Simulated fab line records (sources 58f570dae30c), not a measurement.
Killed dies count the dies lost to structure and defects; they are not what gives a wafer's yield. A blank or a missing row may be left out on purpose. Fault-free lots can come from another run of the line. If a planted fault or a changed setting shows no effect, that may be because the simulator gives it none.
fab line records + flow berkeley-cmos170
record:
- lots: 14
- wafers: 42
- last-day: 12
route steps=331 shown NWELL@16 PWELL@47 PVT@119 NSD@196
lots with no fault: from the same line, run without faults
start-h: hours from the record's opening day to when the first of the lot's shown wafers began + wait-h: hours from the lot's prior step to this one + " the same as in the row above + L1.1+2: a single row standing in for several wafers + - no value, or no start was given + * or withheld: withheld + < > ~ a bound
route shown NAME@n: names a module that has steps shown in the file, with the first one's number in the route + usual: mean/standard deviation of fault-free wafers + same: alike in all rows + chamber/n: place in a boat + sites: per-site readings + _std_site: their standard deviation + _edge_site: inner sites' mean taken away from outer sites' mean + radius-mm: how far each site lies from the wafer's centre + mask NAME#n: copy n + behind: the most recent tool/chamber to have shaped the wafer + hold: why the lot went on hold/how many hours it stayed there/how the hold came to an end + device: the n, p or np transistor that did not switch + end of line: at the end of the route, the tests of the same wafers + where a step has no rows: the recipe by itself + killed: at the first sort, the dies lost to defects and structure; wafer yield is something else + map: per-die view of a wafer (x killed, . not killed, _ where there is no die)
set.NAME: the run value of the setting; set.NAME@STEP: its run value at that earlier step + model.NAME: the simulator's own value behind a step, which no gauge read
one table for each step of the route and one row for each wafer, over a sample of lots
services: the hour from which a tool's chamber was out of use, counted from the record's first day as start-h (under 0 if before that day), plus the number of hours and why
== steps ==
step: UCB170_NWELL_THK_MEAS_02
recipe:
- reads: SiO2_of_NWELL_OXIDATION_01
usual:
- NWELL_OXIDE_THK: 26.1/0.45
| lot.wafer | tool          | chamber | start-h | wait-h | NWELL_OXIDE_THK[nm] |
|-----------|---------------|---------|---------|--------|---------------------|
| L869.3    | film-metro-04 | -       | 22.18   | 0.0    | 25.6                |
| L869.4    | "             | -       | "       | "      | 24.9                |
| L869.6    | "             | -       | "       | "      | 25.3                |
| L870.1    | film-metro-03 | -       | 29.01   | 0.0    | 26.2                |
| L870.5    | "             | -       | "       | "      | 26.4                |
| L870.6    | "             | -       | "       | "      | 26.6                |
| L871.1    | film-metro-04 | -       | 33.11   | 0.0    | 25.7                |
| L871.5    | "             | -       | "       | "      | 25.9                |
| L871.6    | "             | -       | "       | "      | 25.8                |
| L872.2    | film-metro-01 | -       | 41.74   | 0.0    | 26.1                |
| L872.5    | "             | -       | "       | "      | 26.0                |
| L872.6    | "             | -       | "       | "      | 25.8                |
| L876.1    | film-metro-03 | -       | 60.90   | 0.0    | 26.2                |
| L876.2    | "             | -       | "       | "      | 25.7                |
| L876.4    | "             | -       | "       | "      | 26.2                |
| L877.1    | film-metro-03 | -       | 61.85   | 0.0    | 26.2                |
| L877.4    | "             | -       | "       | "      | 26.5                |
| L877.5    | "             | -       | "       | "      | 26.4                |
| L884.4    | film-metro-01 | -       | 98.64   | 0.0    | 25.4                |
| L884.5    | "             | -       | "       | "      | 25.4                |
| L884.6    | "             | -       | "       | "      | 25.6                |
| L885.1    | film-metro-01 | -       | 107.51  | 0.0    | 25.9                |
| L885.4    | "             | -       | "       | "      | 25.6                |
| L885.5    | "             | -       | "       | "      | 25.9                |
| L887.1    | film-metro-03 | -       | 108.86  | 0.0    | 26.9                |
| L887.3    | "             | -       | "       | "      | 27.0                |
| L887.6    | "             | -       | "       | "      | 27.0                |
| L886.3    | film-metro-01 | -       | 108.88  | 0.0    | 27.4                |
| L886.4    | "             | -       | "       | "      | 26.9                |
| L886.5    | "             | -       | "       | "      | 26.5                |
| L888.1    | film-metro-03 | -       | 115.21  | 0.0    | 26.1                |
| L888.2    | "             | -       | "       | "      | 26.6                |
| L888.3    | "             | -       | "       | "      | 26.8                |
| L890.3    | film-metro-03 | -       | 128.61  | 0.0    | 25.3                |
| L890.4    | "             | -       | "       | "      | 25.7                |
| L890.5    | "             | -       | "       | "      | 25.6                |
| L891.3    | film-metro-03 | -       | 131.93  | 0.0    | 25.9                |
| L891.4    | "             | -       | "       | "      | 26.0                |
| L891.5    | "             | -       | "       | "      | 25.8                |
| L892.1    | film-metro-04 | -       | 141.24  | 0.0    | 26.2                |
| L892.2    | "             | -       | "       | "      | 25.9                |
| L892.4    | "             | -       | "       | "      | 26.3                |
step: UCB170_PWELL_OVL_MEAS_13
usual:
- PWELL_OVL: 2/5
| lot.wafer | tool       | chamber | start-h | wait-h | PWELL_OVL[nm] |
|-----------|------------|---------|---------|--------|---------------|
| L869.3    | overlay-01 | -       | 45.86   | -      | 8             |
| L869.4    | "          | -       | "       | "      | 1             |
| L869.6    | "          | -       | "       | "      | 1             |
| L870.1    | overlay-02 | -       | 53.29   | -      | 1             |
| L870.5    | "          | -       | "       | "      | 11            |
| L870.6    | "          | -       | "       | "      | -8            |
| L871.1    | overlay-01 | -       | 57.81   | -      | -3            |
| L871.5    | "          | -       | "       | "      | 8             |
| L871.6    | "          | -       | "       | "      | -1            |
| L872.2    | overlay-02 | -       | 66.51   | -      | 10            |
| L872.5    | "          | -       | "       | "      | -1            |
| L872.6    | "          | -       | "       | "      | 3             |
| L876.1    | overlay-01 | -       | 83.62   | -      | 3             |
| L876.2    | "          | -       | "       | "      | 10            |
| L876.4    | "          | -       | "       | "      | -5            |
| L877.1    | overlay-01 | -       | 89.31   | -      | 3             |
| L877.4    | "          | -       | "       | "      | 12            |
| L877.5    | "          | -       | "       | "      | 12            |
| L884.4    | overlay-01 | -       | 125.46  | -      | 5             |
| L884.5    | "          | -       | "       | "      | 4             |
| L884.6    | "          | -       | "       | "      | 3             |
| L886.3    | overlay-01 | -       | 132.97  | -      | 7             |
| L886.4    | "          | -       | "       | "      | 4             |
| L886.5    | "          | -       | "       | "      | 6             |
| L885.1    | overlay-01 | -       | 133.22  | -      | -10           |
| L885.4    | "          | -       | "       | "      | 1             |
| L885.5    | "          | -       | "       | "      | -5            |
| L887.1    | overlay-02 | -       | 133.27  | -      | 4             |
| L887.3    | "          | -       | "       | "      | 2             |
| L887.6    | "          | -       | "       | "      | -10           |
| L888.1    | overlay-01 | -       | 141.48  | -      | 3             |
| L888.2    | "          | -       | "       | "      | -3            |
| L888.3    | "          | -       | "       | "      | 1             |
| L890.3    | overlay-02 | -       | 154.72  | -      | 0             |
| L890.4    | "          | -       | "       | "      | 2             |
| L890.5    | "          | -       | "       | "      | 1             |
| L891.3    | overlay-02 | -       | 155.00  | -      | 11            |
| L891.4    | "          | -       | "       | "      | 2             |
| L891.5    | "          | -       | "       | "      | 4             |
| L892.1    | overlay-02 | -       | 163.24  | -      | 7             |
| L892.2    | "          | -       | "       | "      | -1            |
| L892.4    | "          | -       | "       | "      | 9             |
step: UCB170_PVT_PEB_04
recipe:
- peb-temp-c: 130
- peb-time-s: withheld
- resist: KrF
usual:
- chill-plate-temp-C: 23.00/0.12
- exhaust-pa: 44.8/0.84
| lot.wafer | tool           | chamber | start-h | wait-h | chill-plate-temp-C | exhaust-pa |
|-----------|----------------|---------|---------|--------|--------------------|------------|
| L869.3    | litho-track-04 | 0       | 106.32  | 0.1    | 22.96              | 43.7       |
| L869.4    | "              | 0       | "       | "      | 22.96              | 44.4       |
| L869.6    | "              | 0       | "       | "      | 22.98              | 43.5       |
| L870.1    | litho-track-02 | 0       | 110.85  | 0.5    | 23.17              | 46.2       |
| L870.5    | "              | 0       | "       | "      | 23.11              | 45.0       |
| L870.6    | "              | 0       | "       | "      | 23.07              | 44.0       |
| L871.1    | litho-track-02 | 0       | 122.31  | 0.6    | 23.14              | 45.0       |
| L871.5    | "              | 0       | "       | "      | 23.20              | 45.7       |
| L871.6    | "              | 0       | "       | "      | 23.17              | 46.3       |
| L872.2    | litho-track-04 | 0       | 129.07  | 0.4    | 23.04              | 43.9       |
| L872.5    | "              | 0       | "       | "      | 23.03              | 43.6       |
| L872.6    | "              | 0       | "       | "      | 23.04              | 43.6       |
| L876.1    | litho-track-03 | 0       | 144.00  | 0.1    | 22.99              | 44.1       |
| L876.2    | "              | 0       | "       | "      | 22.95              | 45.2       |
| L876.4    | "              | 0       | "       | "      | 22.89              | 45.7       |
| L877.1    | litho-track-02 | 0       | 144.17  | 0.1    | 22.88              | 43.6       |
| L877.4    | "              | 0       | "       | "      | 22.80              | 45.6       |
| L877.5    | "              | 0       | "       | "      | 22.86              | 44.6       |
| L884.4    | litho-track-04 | -       | 188.17  | 0.1    | -                  | -          |
| L884.5    | "              | -       | "       | "      | -                  | -          |
| L884.6    | "              | -       | "       | "      | -                  | -          |
| L886.3    | litho-track-02 | 0       | 193.22  | 0.5    | 22.75              | 43.0       |
| L886.4    | "              | 0       | "       | "      | 23.09              | 44.5       |
| L886.5    | "              | 0       | "       | "      | 22.75              | 43.5       |
| L888.1    | litho-track-03 | 0       | 193.45  | 0.5    | 23.15              | 44.5       |
| L888.2    | "              | 0       | "       | "      | 23.14              | 45.0       |
| L888.3    | "              | 0       | "       | "      | 23.11              | 45.3       |
| L887.1    | litho-track-02 | 0       | 194.17  | 0.8    | 22.98              | 44.4       |
| L887.3    | "              | 0       | "       | "      | 22.97              | 44.6       |
| L887.6    | "              | 0       | "       | "      | 22.97              | 43.9       |
| L885.1    | litho-track-03 | -       | 194.17  | 0.5    | -                  | -          |
| L885.4    | "              | -       | "       | "      | -                  | -          |
| L885.5    | "              | -       | "       | "      | -                  | -          |
| L890.3    | litho-track-04 | 0       | 214.96  | 0.1    | 23.23              | 44.8       |
| L890.4    | "              | 0       | "       | "      | 23.06              | 44.1       |
| L890.5    | "              | 0       | "       | "      | 23.11              | 44.5       |
| L891.3    | litho-track-03 | 0       | 216.28  | 0.3    | 23.17              | 44.8       |
| L891.4    | "              | 0       | "       | "      | 23.19              | 45.7       |
| L891.5    | "              | 0       | "       | "      | 22.99              | 45.6       |
| L892.1    | litho-track-02 | 0       | 223.77  | 0.2    | 23.13              | 44.8       |
| L892.2    | "              | 0       | "       | "      | 22.98              | 45.2       |
| L892.4    | "              | 0       | "       | "      | 23.07              | 44.3       |
step: UCB170_NSD_STRIP_09
recipe:
- chemistry: O2
- power-w: 400
- pressure-mtorr: 3500
- platen-temp-c: withheld
- o2-flow-sccm: 400
- overash-fraction: 0.5
usual:
- drypump-motor-current-A: 5.8/0.38
- oes-product-au: 0.534/0.0051
- strip-time-to-endpoint-s: 35.85/0.074
| lot.wafer | tool            | chamber | start-h | wait-h | drypump-motor-current-A | oes-product-au | rf-hours-counter-h | strip-time-to-endpoint-s |
|-----------|-----------------|---------|---------|--------|-------------------------|----------------|--------------------|--------------------------|
| L869.3    | plasma-asher-04 | 1       | 131.66  | 0.1    | 5.9                     | 0.534          | -                  | 35.73                    |
| L869.4    | "               | 0       | "       | "      | 6.6                     | 0.526          | -                  | 35.78                    |
| L869.6    | "               | 1       | "       | "      | 5.9                     | 0.537          | -                  | 35.77                    |
| L870.1    | plasma-asher-04 | 0       | 145.58  | 0.1    | 6.6                     | 0.542          | 2                  | 35.95                    |
| L870.5    | "               | 1       | "       | "      | 5.9                     | 0.533          | -                  | 35.90                    |
| L870.6    | "               | 0       | "       | "      | 6.6                     | 0.530          | -                  | 35.92                    |
| L871.1    | plasma-asher-03 | 0       | 145.91  | 0.1    | 5.5                     | 0.528          | 45                 | 35.87                    |
| L871.5    | "               | 0       | "       | "      | 5.5                     | 0.541          | -                  | 35.87                    |
| L871.6    | "               | 1       | "       | "      | 5.4                     | 0.535          | -                  | 35.94                    |
| L872.2    | plasma-asher-02 | 0       | 152.81  | 0.1    | 5.7                     | 0.540          | 48                 | 35.80                    |
| L872.5    | "               | 1       | "       | "      | 5.8                     | 0.532          | -                  | 35.82                    |
| L872.6    | "               | 0       | "       | "      | 5.6                     | 0.535          | -                  | 35.84                    |
| L876.1    | plasma-asher-04 | 1       | 172.73  | 0.1    | 5.9                     | 0.541          | 6                  | 35.82                    |
| L876.2    | "               | 0       | "       | "      | 6.6                     | 0.543          | 6                  | 35.76                    |
| L876.4    | "               | 1       | "       | "      | 5.9                     | 0.532          | -                  | 35.76                    |
| L877.1    | plasma-asher-02 | 0       | 173.00  | 0.1    | 5.6                     | 0.530          | 51                 | 35.92                    |
| L877.4    | "               | 0       | "       | "      | 5.6                     | 0.531          | -                  | 35.98                    |
| L877.5    | "               | 1       | "       | "      | 5.7                     | 0.529          | -                  | 35.91                    |
| L884.4    | plasma-asher-02 | 1       | 211.26  | 0.1    | 5.8                     | 0.539          | -                  | 35.93                    |
| L884.5    | "               | 1       | "       | "      | 5.8                     | 0.535          | -                  | 35.84                    |
| L884.6    | "               | 0       | "       | "      | 5.6                     | 0.536          | -                  | 35.86                    |
| L887.1    | plasma-asher-03 | 1       | 216.79  | 0.1    | 5.4                     | 0.529          | 54                 | 35.93                    |
| L887.3    | "               | 1       | "       | "      | 5.4                     | 0.534          | -                  | 35.95                    |
| L887.6    | "               | 1       | "       | "      | 5.4                     | 0.530          | -                  | 35.91                    |
| L885.1    | plasma-asher-02 | 0       | 216.87  | 0.1    | 5.6                     | 0.539          | 56                 | 35.91                    |
| L885.4    | "               | 1       | "       | "      | 5.8                     | 0.532          | -                  | 35.85                    |
| L885.5    | "               | 0       | "       | "      | 5.7                     | 0.537          | -                  | 35.88                    |
| L888.1    | plasma-asher-04 | 0       | 217.14  | 0.1    | 6.6                     | 0.532          | 12                 | 35.76                    |
| L888.2    | "               | 1       | "       | "      | 5.9                     | 0.533          | 12                 | 35.85                    |
| L888.3    | "               | 1       | "       | "      | 5.9                     | 0.536          | -                  | 35.77                    |
| L886.3    | plasma-asher-03 | 0       | 217.37  | 0.1    | 5.5                     | 0.532          | -                  | 35.78                    |
| L886.4    | "               | 1       | "       | "      | 5.4                     | 0.540          | -                  | 35.79                    |
| L886.5    | "               | 0       | "       | "      | 5.5                     | 0.527          | -                  | 35.70                    |
| L891.3    | plasma-asher-04 | 1       | 241.44  | 0.1    | 5.9                     | 0.537          | -                  | 35.84                    |
| L891.4    | "               | 0       | "       | "      | 6.6                     | 0.541          | -                  | 35.89                    |
| L891.5    | "               | 1       | "       | "      | 5.9                     | 0.530          | -                  | 35.80                    |
| L890.3    | plasma-asher-02 | 0       | 241.93  | 0.1    | 5.6                     | 0.532          | -                  | 35.86                    |
| L890.4    | "               | 1       | "       | "      | 5.8                     | 0.533          | -                  | 35.93                    |
| L890.5    | "               | 0       | "       | "      | 5.6                     | 0.528          | -                  | 35.95                    |
| L892.1    | plasma-asher-03 | 1       | 252.89  | 0.1    | 5.4                     | 0.530          | 58                 | 35.93                    |
| L892.2    | "               | 0       | "       | "      | 5.5                     | 0.541          | 58                 | 35.98                    |
| L892.4    | "               | 0       | "       | "      | 5.5                     | 0.535          | -                  | 35.93                    |
== services ==
| tool            | chamber | start-h | hours | kind       |
|-----------------|---------|---------|-------|------------|
| plasma-asher-04 | -       | 108.75  | 9.0   | pm         |
| plasma-asher-04 | 0       | 108.75  | 9.0   | vent-cycle |
| plasma-asher-04 | 1       | 108.75  | 9.0   | vent-cycle |
| plasma-asher-04 | 0       | 117.75  | -     | clean      |
| plasma-asher-04 | 1       | 117.75  | -     | clean      |
| plasma-asher-04 | -       | 140.63  | 4.3   | repair     |
== key ==
first-sign:
- step: UCB170_PVT_PEB_04
- reading: tool-record
- direction: missing
effect none on later readings
met-at UCB170_PVT_PEB_04
struck-lots L884,L885
sort-left-out L884.4,L884.5,L884.6,L885.1,L885.4,L885.5
tester-left-out L884,L885
not-acting-at UCB170_NWELL_THK_MEAS_02,UCB170_PWELL_OVL_MEAS_13,UCB170_NSD_STRIP_09
onset-between 144.00 188.17
fault:
- kind: skipped-step-whole
- tool: litho-track-03,litho-track-04
- chamber: -
- onset-h: 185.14
- steps: UCB170_PVT_PEB_04
- scope: struck-lots-only
tester-left-out: of these lots the tester's yield and bins aren't shown, on N5 and GAA mostly nor the transistor test; their killed dies are dies lost to structure and defects alone, not to doping, threshold or leakage, so they don't give the yield
sort-left-out: the simulated sort isn't trusted on such a fault, so these wafers' sort isn't shown, and their yield isn't known
